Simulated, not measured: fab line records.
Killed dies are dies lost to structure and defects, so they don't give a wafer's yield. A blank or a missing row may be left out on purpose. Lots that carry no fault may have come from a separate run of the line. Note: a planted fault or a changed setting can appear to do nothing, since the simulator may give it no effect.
What tool caused it? + flow berkeleyCmos170 + 42 wafers from 14 lots sampled at 4 of the route's 331 steps

WHAT THE GAUGES READ, wafer by wafer
UCB170_PWELL_THK_MEAS_06. Usual: PWELL_NITRIDE_THK gives 221.2 nm (standard deviation 1.9).
| lot  | measured    | on           | PWELL_NITRIDE_THK (nm) | flag |
|------|-------------|--------------|------------------------|------|
| L851 | day 2 20:11 | filmMetro-01 | 223.3 219.1 222.5      |      |
| L852 | day 3 08:36 | filmMetro-01 | 222.6 221.4 220.9      |      |
| L853 | day 3 17:27 | filmMetro-02 | 221.1 221.2 222.0      |      |
| L855 | day 3 17:26 | filmMetro-01 | 223.2 221.8 225.5      |      |
| L856 | day 4 10:04 | filmMetro-01 | 222.5 220.8 222.5      |      |
| L859 | day 5 02:58 | filmMetro-02 | 221.3 223.0 222.7      |      |
| L861 | day 5 11:11 | filmMetro-02 | 222.0 222.9 220.4      |      |
| L864 | day 5 19:55 | filmMetro-02 | 219.4 220.0 220.8      |      |
| L865 | day 6 11:41 | filmMetro-03 | 223.2 222.7 222.6      |      |
| L868 | day 7 00:01 | filmMetro-01 | 219.1 218.1 219.6      |      |
| L870 | day 7 12:38 | filmMetro-02 | 222.6 221.4 223.1      |      |
| L872 | day 8 01:47 | filmMetro-02 | 217.5 217.0 218.4      |      |
| L873 | day 8 01:47 | filmMetro-03 | 219.9 220.5 221.0      |      |
| L874 | day 8 15:10 | filmMetro-01 | 218.3 218.4 217.8      |      |

TOOL THAT RAN EACH LOT (tool first, then ch and the chambers of the sampled wafers, then the start)
| lot  | UCB170_ZERO_COAT_01             | UCB170_ZERO_STRIP_07               | UCB170_NWELL_ETCH_13             |
|------|---------------------------------|------------------------------------|----------------------------------|
| L851 | lithoTrack-01 ch 0, day 1 17:53 | plasmaAsher-01 ch 0,1, day 1 18:37 | rieDiel-04 ch 0,1,3, day 2 04:11 |
| L852 | lithoTrack-01 ch 0, day 1 23:58 | plasmaAsher-03 ch 0,1, day 2 00:49 | rieDiel-04 ch 0,3, day 2 15:59   |
| L853 | lithoTrack-01 ch 0, day 2 08:07 | plasmaAsher-01 ch 0,1, day 2 08:49 | rieDiel-03 ch 1,2, day 2 23:22   |
| L855 | lithoTrack-04 ch 0, day 2 12:17 | plasmaAsher-03 ch 0,1, day 2 13:16 | rieDiel-04 ch 0,1,3, day 3 03:29 |
| L856 | lithoTrack-04 ch 0, day 2 21:37 | plasmaAsher-04 ch 0,1, day 2 23:05 | rieDiel-03 ch 0,2,3, day 3 15:35 |
| L859 | lithoTrack-03 ch 0, day 3 11:52 | plasmaAsher-01 ch 0,1, day 3 12:34 | rieDiel-03 ch 1,3, day 4 05:10   |
| L861 | lithoTrack-01 ch 0, day 4 00:07 | plasmaAsher-01 ch 0,1, day 4 00:57 | rieDiel-04 ch 0,3, day 4 14:28   |
| L864 | lithoTrack-04 ch 0, day 4 16:01 | plasmaAsher-03 ch 0,1, day 4 17:20 | rieDiel-03 ch 1,2,3, day 5 05:43 |
| L865 | lithoTrack-01 ch 0, day 4 22:25 | plasmaAsher-03 ch 0,1, day 4 23:28 | rieDiel-03 ch 0,1,2, day 5 16:14 |
| L868 | lithoTrack-04 ch 0, day 5 12:23 | plasmaAsher-04 ch 0,1, day 5 13:41 | rieDiel-03 ch 1,2,3, day 6 03:02 |
| L870 | lithoTrack-04 ch 0, day 5 19:35 | plasmaAsher-04 ch 0,1, day 5 20:16 | rieDiel-03 ch 2,3, day 6 11:24   |
| L872 | lithoTrack-01 ch 0, day 6 05:41 | plasmaAsher-03 ch 0,1, day 6 06:35 | rieDiel-02 ch 1,2, day 7 00:20   |
| L873 | lithoTrack-03 ch 0, day 6 12:37 | plasmaAsher-01 ch 0,1, day 6 13:29 | rieDiel-02 ch 0,1,2, day 7 04:58 |
| L874 | lithoTrack-03 ch 0, day 6 20:04 | plasmaAsher-04 ch 0, day 6 21:13   | rieDiel-02 ch 0,2,3, day 7 17:52 |
- UCB170_ZERO_COAT_01: resist thk 900 nm.
- UCB170_ZERO_STRIP_07: strips in O2.
- UCB170_NWELL_ETCH_13: etches Si3N4 in CH3F/Ar/O2, stops on SiO2, target depth 246.4 nm, time 154 s.

AS READ BY THE TOOLS THEMSELVES (means over the sampled wafers that have a number; for cases with no such wafer, the mark the record gives instead)
UCB170_ZERO_COAT_01. Usual: resistLineTempC 23.01 C, standard deviation 0.091; spinSpeedRpm 1500.1 rpm, standard deviation 0.97.
| lot  | tool          | resistLineTempC (C) | spinSpeedRpm (rpm) | flag |
|------|---------------|---------------------|--------------------|------|
| L851 | lithoTrack-01 | 23.05               | 1499.9             |      |
| L852 | lithoTrack-01 | 23.01               | 1500.1             |      |
| L853 | lithoTrack-01 | 23.03               | 1500.6             |      |
| L855 | lithoTrack-04 | 22.95               | 1500.6             |      |
| L856 | lithoTrack-04 | 22.90               | 1499.2             |      |
| L859 | lithoTrack-03 | 22.96               | 1500.3             |      |
| L861 | lithoTrack-01 | 23.03               | 1500.6             |      |
| L864 | lithoTrack-04 | 23.06               | 1500.9             |      |
| L865 | lithoTrack-01 | 23.04               | 1500.1             |      |
| L868 | lithoTrack-04 | 23.08               | 1499.7             |      |
| L870 | lithoTrack-04 | 23.00               | 1499.4             |      |
| L872 | lithoTrack-01 | 22.99               | 1500.7             |      |
| L873 | lithoTrack-03 | 23.03               | 1501.4             |      |
| L874 | lithoTrack-03 | 22.94               | 1499.5             |      |

UCB170_ZERO_STRIP_07. Usual: drypumpMotorCurrentA 6.22 A, standard deviation 0.22; oesProductAu 0.728 a.u., standard deviation 0.0047; stripTimeToEndpointS 21.48 s, standard deviation 0.059.
| lot  | tool           | drypumpMotorCurrentA (A) | oesProductAu (a.u.) | stripTimeToEndpointS (s) | flag |
|------|----------------|--------------------------|---------------------|--------------------------|------|
| L851 | plasmaAsher-01 | 6.25                     | 0.730               | 21.43                    |      |
| L852 | plasmaAsher-03 | 6.10                     | 0.722               | 21.57                    |      |
| L853 | plasmaAsher-01 | 6.24                     | 0.726               | 21.52                    |      |
| L855 | plasmaAsher-03 | 6.34                     | 0.728               | 21.44                    |      |
| L856 | plasmaAsher-04 | 6.25                     | 0.727               | 21.47                    |      |
| L859 | plasmaAsher-01 | 6.25                     | 0.727               | 21.49                    |      |
| L861 | plasmaAsher-01 | 6.26                     | 0.727               | 21.46                    |      |
| L864 | plasmaAsher-03 | 6.09                     | 0.729               | 21.45                    |      |
| L865 | plasmaAsher-03 | 6.33                     | 0.731               | 21.56                    |      |
| L868 | plasmaAsher-04 | 6.27                     | 0.728               | 21.08                    | OFF  |
| L870 | plasmaAsher-04 | 6.15                     | 0.729               | 21.07                    | OFF  |
| L872 | plasmaAsher-03 | 6.32                     | 0.728               | 21.53                    |      |
| L873 | plasmaAsher-01 | 6.27                     | 0.726               | 21.40                    |      |
| L874 | plasmaAsher-04 | 6.37                     | 0.727               | 21.47                    |      |

UCB170_NWELL_ETCH_13. Usual: drypumpMotorCurrentA 5.6 A, standard deviation 0.49; oesProductAu 0.950 a.u., standard deviation 0.011; throttleValvePct 7.98 %, standard deviation 0.11.
| lot  | tool       | drypumpMotorCurrentA (A) | oesProductAu (a.u.) | throttleValvePct (%) | flag |
|------|------------|--------------------------|---------------------|----------------------|------|
| L851 | rieDiel-04 | 5.9                      | 0.938               | 8.00                 |      |
| L852 | rieDiel-04 | 6.4                      | 0.940               | 8.06                 |      |
| L853 | rieDiel-03 | 5.2                      | 0.947               | 7.96                 |      |
| L855 | rieDiel-04 | 5.9                      | 0.943               | 8.00                 |      |
| L856 | rieDiel-03 | 5.3                      | 0.944               | 7.99                 |      |
| L859 | rieDiel-03 | 5.0                      | 0.963               | 8.05                 |      |
| L861 | rieDiel-04 | 6.2                      | 0.933               | 7.94                 |      |
| L864 | rieDiel-03 | 5.1                      | 0.949               | 7.98                 |      |
| L865 | rieDiel-03 | 5.4                      | 0.949               | 7.98                 |      |
| L868 | rieDiel-03 | 5.1                      | 0.946               | 7.97                 |      |
| L870 | rieDiel-03 | 5.0                      | 0.954               | 8.00                 |      |
| L872 | rieDiel-02 | 6.0                      | 0.941               | 8.09                 |      |
| L873 | rieDiel-02 | 5.8                      | 0.950               | 8.03                 |      |
| L874 | rieDiel-02 | 6.0                      | 0.963               | 8.03                 |      |

THE ANSWER, worked out from the rows above alone
Rule: lot off if the mean of its wafers having a number is beyond 3 standard deviations from the usual mean. Also off: a lot with no number at a reading for which 4 or more lots have one. The other lots that the step has rows for count as sound. First the gauges in route order, then the tools' own readings, where a lot's mean is used as printed above. At the first step where some lot is off, the reading lying furthest off is the one used; lots without a number count as furthest.
Off: L868, L870, at UCB170_ZERO_STRIP_07 (stripTimeToEndpointS).
A tool fits if, at that step or a process step before it, it ran every lot that is off, and no sound lot after the first of them. One candidate fits, namely lithoTrack-04 at UCB170_ZERO_COAT_01. Its last sound lot is L864 (day 4 16:01), its first lot that is off L868 (day 5 12:23): a fault that began between those two fits.

WHAT THE SIMULATOR HAD INSERTED
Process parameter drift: lithoTrack-04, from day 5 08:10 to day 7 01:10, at UCB170_ZERO_COAT_01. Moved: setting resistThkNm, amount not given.
Struck lots among those shown: L868, L870. The same result came from the rule above.
